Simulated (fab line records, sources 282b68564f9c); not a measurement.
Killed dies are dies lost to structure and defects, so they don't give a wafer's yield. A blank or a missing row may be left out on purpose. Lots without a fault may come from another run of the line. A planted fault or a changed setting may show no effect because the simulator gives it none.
fab line records | flow rit_cmos | part 2 of 2: steps 34 to 43 of 43
record lots=5 wafers=15 last_day=8
route steps=202 shown PSD@142 SDANNEAL@153 NSD@158 PLDD@159 NLDD@160 SILICIDE@161 CONTACT@168 M1@184
lots that met no fault: from a run of the same line without faults
start_h: hours from the record's first day to the start of the lot's first wafer shown | wait_h: hours since the lot's step before | " the same as in the row above | L1.1+2: a row that stands for several wafers | - no value, or no start given | * or withheld: withheld | < > ~ a bound
route shown NAME@n: a module of which the file shows steps, and the number in the route of the first | usual: mean/standard deviation of fault-free wafers | same: alike in all rows | chamber/n: place in a boat | sites: the reading at each site | _std_site: their standard deviation | _edge_site: outer sites' mean less inner sites' | radius_mm: how far each site lies from the wafer's centre | mask NAME#n: copy n | behind: the tool/chamber that last shaped the wafer | hold: why the lot was held/for how many hours/how that ended | device: the transistor (n, p or np) that didn't switch | end of line: the same wafers' tests at the end of the route | a step without rows: its recipe alone | killed: dies lost to structure and defects at the first sort, not the wafer's yield | map: a wafer's dies, x killed, . not, _ none there
set.NAME: the setting as run; set.NAME@STEP: as run at that earlier step | model.NAME: the simulator's own value behind a step, which no gauge read
lots at some steps of the route; a table a step, a row a wafer
services: from which hour (start_h, from the record's first day; less than 0 if before it) a tool's chamber was out of use, for how many hours, and why
## steps
# step RIT_CONTACT_DEVELOP_07
# recipe resist=NOVOLAK develop_time_s=120 dev_temp_c=23
# usual developer_temp_C=23.00/0.095
# columns lot.wafer tool chamber start_h wait_h developer_temp_C
L076.2 litho_track-02 0 - - 23.13
L076.3 " 0 " " 22.93
L076.4 " 0 " " 23.00
L078.1 litho_track-02 0 - - 23.05
L078.5 " 0 " " 22.96
L078.6 " 0 " " 23.12
L088.2 litho_track-04 0 - - 23.02
L088.3 " 0 " " 23.13
L088.5 " 0 " " 22.89
L092.3 litho_track-02 0 - - 23.01
L092.5 " 0 " " 22.95
L092.6 " 0 " " 22.95
L097.2 litho_track-04 0 - - 22.86
L097.5 " 0 " " 23.03
L097.6 " 0 " " 22.96
# step RIT_CONTACT_CD_MEAS_08
# recipe target_cd_nm=1000
# usual cd_nm=999.2/2.2
# columns lot.wafer tool chamber start_h wait_h cd_nm
L076.2 cd_sem-02 - 65.88 - 999.4
L076.3 " - " " 997.3
L076.4 " - " " 999.8
L078.1 cd_sem-02 - 77.62 - 1000.8
L078.5 " - " " 1000.0
L078.6 " - " " 1000.8
L088.2 cd_sem-01 - 123.57 - 997.3
L088.3 " - " " 998.7
L088.5 " - " " 996.3
L092.3 cd_sem-02 - 150.32 - 998.4
L092.5 " - " " 995.9
L092.6 " - " " 997.0
L097.2 cd_sem-01 - 176.72 - 1000.8
L097.5 " - " " 996.3
L097.6 " - " " 998.7
# step RIT_CONTACT_OVL_MEAS_09
# usual CONTACT_OVL=0.3/1.2
# columns lot.wafer tool chamber start_h wait_h CONTACT_OVL[nm]
L076.2 overlay-02 - 65.99 0.1 0.7
L076.3 " - " " -0.3
L076.4 " - " " 0.6
L078.1 overlay-01 - 77.74 0.1 0.5
L078.5 " - " " 0.6
L078.6 " - " " 0.1
L088.2 overlay-01 - 123.68 0.1 0.2
L088.3 " - " " 1.0
L088.5 " - " " 0.1
L092.3 overlay-02 - 150.41 0.1 1.5
L092.5 " - " " 1.3
L092.6 " - " " 1.3
L097.2 overlay-01 - 176.82 0.1 0.1
L097.5 " - " " 1.3
L097.6 " - " " 1.3
# step RIT_CONTACT_HARDBAKE_10
# recipe resist=NOVOLAK temp_c=140 time_s=60
# columns lot.wafer tool chamber start_h wait_h
L076.2+3+4 litho_track-04 0 66.04 0.0
L078.1+5+6 litho_track-04 0 77.78 0.0
L088.2+3+5 litho_track-04 0 123.73 0.0
L092.3+5+6 litho_track-01 0 150.48 0.1
L097.2+5+6 litho_track-04 0 176.88 0.0
# step RIT_CONTACT_ETCH_11
# recipe target_depth_a=4800 over_etch_frac=0.2 stop_on=TiSi2 chemistry=CHF3/CF4/Ar target=SiO2 CHF3_flow_sccm=50 cf4_flow_sccm=10 Ar_flow_sccm=100 O2_flow_sccm=5 pressure_mtorr=100 rf_w=200 time_s=320
# usual chamber_pressure_mTorr=100.00/0.086 drypump_motor_current_A=5.6/0.52 oes_product_au=0.984/0.015 throttle_valve_pct=8.85/0.11
# columns lot.wafer tool chamber start_h wait_h chamber_pressure_mTorr drypump_motor_current_A oes_product_au rf_hours_counter_h throttle_valve_pct
L076.2 rie_diel-01 2 66.17 0.1 100.00 5.2 0.995 139 8.88
L076.3 " 0 " " 100.02 4.9 0.967 31 8.91
L076.4 " 3 " " 99.93 6.4 0.978 4 8.70
L078.1 rie_diel-04 3 77.93 0.1 99.93 4.8 0.955 72 9.01
L078.5 " 1 " " 100.17 5.7 0.976 - 8.73
L078.6 " 0 " " 100.00 5.9 0.983 - 8.82
L088.2 rie_diel-01 1 123.86 0.1 99.91 6.3 1.021 157 8.67
L088.3 " 2 " " 100.11 5.2 0.993 141 8.89
L088.5 " 3 " " 99.84 6.4 0.976 - 8.70
L092.3 rie_diel-03 0 150.58 0.1 100.09 5.6 0.986 102 9.00
L092.5 " 0 " " 99.89 5.6 0.990 - 8.97
L092.6 " 3 " " 100.01 5.4 0.981 - 8.87
L097.2 rie_diel-04 0 177.00 0.1 100.03 5.9 0.988 61 8.82
L097.5 " 1 " " 99.79 5.7 0.976 - 8.74
L097.6 " 0 " " 99.96 5.9 0.984 - 8.81
# step RIT_CONTACT_STRIP_12
# recipe chemistry=O2 time_s=180 resist=NOVOLAK platen_temp_c=withheld power_w=500 pressure_mtorr=4000 o2_flow_sccm=4000
# usual chamber_pressure_mTorr=4000/3.3 drypump_motor_current_A=5.7/0.62 rf_refl_power_W=6.0/1.6
# columns lot.wafer tool chamber start_h wait_h chamber_pressure_mTorr drypump_motor_current_A rf_hours_counter_h rf_refl_power_W
L076.2 plasma_asher-02 0 66.36 0.1 3999 5.9 39 4.7
L076.3 " 0 " " 3995 5.9 - 4.5
L076.4 " 1 " " 3999 4.8 - 5.1
L078.1 plasma_asher-04 1 78.13 0.1 4000 5.3 29 4.7
L078.5 " 0 " " 3999 6.3 - 6.7
L078.6 " 1 " " 3996 5.3 - 4.8
L088.2 plasma_asher-02 1 124.05 0.1 3995 4.8 1 4.7
L088.3 " 1 " " 3998 4.9 - 4.8
L088.5 " 1 " " 4006 4.8 - 4.8
L092.3 plasma_asher-02 0 150.84 0.2 4000 5.9 - 4.5
L092.5 " 0 " " 4001 5.9 - 4.8
L092.6 " 1 " " 4002 4.8 - 5.0
L097.2 plasma_asher-01 1 177.20 0.1 4001 6.6 57 9.1
L097.5 " 0 " " 4002 5.5 - 6.8
L097.6 " 1 " " 3999 6.5 - 8.9
# step RIT_CONTACT_CD_MEAS_90
# recipe target_cd_nm=1000
# usual cd_nm=999.2/2.2
# columns lot.wafer tool chamber start_h wait_h cd_nm
L076.2 cd_sem-01 - 66.56 0.1 999.3
L076.3 " - " " 997.2
L076.4 " - " " 999.7
L078.1 cd_sem-01 - 78.30 0.1 1001.0
L078.5 " - " " 999.8
L078.6 " - " " 1000.7
L088.2 cd_sem-02 - 124.25 0.1 997.2
L088.3 " - " " 998.2
L088.5 " - " " 996.3
L092.3 cd_sem-02 - 150.99 0.1 998.4
L092.5 " - " " 995.9
L092.6 " - " " 996.5
L097.2 cd_sem-02 - 177.39 0.1 1000.4
L097.5 " - " " 996.7
L097.6 " - " " 998.6
# step RIT_CONTACT_CLEAN_13
# recipe chemistry=SC1 mix=3:3:50 time_s=600 temp_c=75
# columns lot.wafer tool chamber start_h wait_h
L076.2+3+4 wet_bench-04 0 66.66 0.1
L078.1+5+6 wet_bench-04 0 78.42 0.1
L088.2+3+5 wet_bench-02 1 124.35 0.1
L092.3+5+6 wet_bench-04 2 151.07 0.1
L097.2+5+6 wet_bench-03 1 177.49 0.1
# step RIT_CONTACT_CLEAN_14
# recipe chemistry=SC2 mix=3:3:50 time_s=600 temp_c=75 dry=n2_spin
# columns lot.wafer tool chamber start_h wait_h
L076.2+3+4 wet_bench-03 0 66.83 0.0
L078.1+5+6 wet_bench-03 1 78.77 0.0
L088.2+3+5 wet_bench-04 3 124.54 0.0
L092.3+5+6 wet_bench-02 1 151.25 0.0
L097.2+5+6 wet_bench-04 0 177.67 0.0
# step RIT_M1_SPUTTER_00
# recipe material=Al target_thk_nm=400 power_w=2000 chamber_pressure_pa=0.4 gas=Ar time_s=522.8 substrate_temp_c=25
# usual throttle_valve_pct=29.7/1.1
# columns lot.wafer tool chamber start_h wait_h throttle_valve_pct
L076.2 pvd_sputter-03 - 67.01 0.0 31.2
L076.3 " - " " 29.8
L076.4 " - " " 29.2
L078.1 pvd_sputter-03 - 78.96 0.0 28.8
L078.5 " - " " 28.8
L078.6 " - " " 29.9
L088.2 pvd_sputter-01 - 124.71 0.0 29.1
L088.3 " - " " 29.3
L088.5 " - " " 29.5
L092.3 pvd_sputter-03 - 151.42 0.0 31.0
L092.5 " - " " 28.7
L092.6 " - " " 30.8
L097.2 pvd_sputter-03 - 177.84 0.0 30.8
L097.5 " - " " 29.0
L097.6 " - " " 28.6
## services
# columns tool chamber start_h hours kind
pvd_sputter-02 - 45.71 3.5 repair
iline_stepper-02 - 45.89 4.4 pm
wet_bench-04 - 49.05 1.7 repair
iline_stepper-02 - 50.33 1.7 pm
rie_diel-04 1 59.89 7.6 repair
rie_diel-04 - 66.83 0.9 repair
implanter-04 - 67.03 1.3 repair
pvd_sputter-04 - 68.48 2.4 repair
implanter-04 - 70.10 26.7 repair
wet_bench-01 - 73.99 18.8 repair
plasma_asher-02 - 77.49 2.8 pm
pecvd-04 0 78.37 1.7 repair
implanter-04 - 78.60 1.4 repair
implanter-04 - 80.04 4.7 repair
pecvd-02 1 92.42 2.0 repair
iline_stepper-01 - 108.47 4.4 pm
plasma_asher-02 - 108.75 9.0 pm
rie_diel-01 1 127.12 10.1 repair
pvd_sputter-03 - 128.60 1.5 repair
plasma_asher-01 - 141.93 2.8 pm
plasma_asher-02 - 143.74 0.5 repair
iline_stepper-01 - 144.67 8.9 pm
rie_diel-04 3 145.48 5.7 repair
iline_stepper-01 - 157.87 1.7 pm
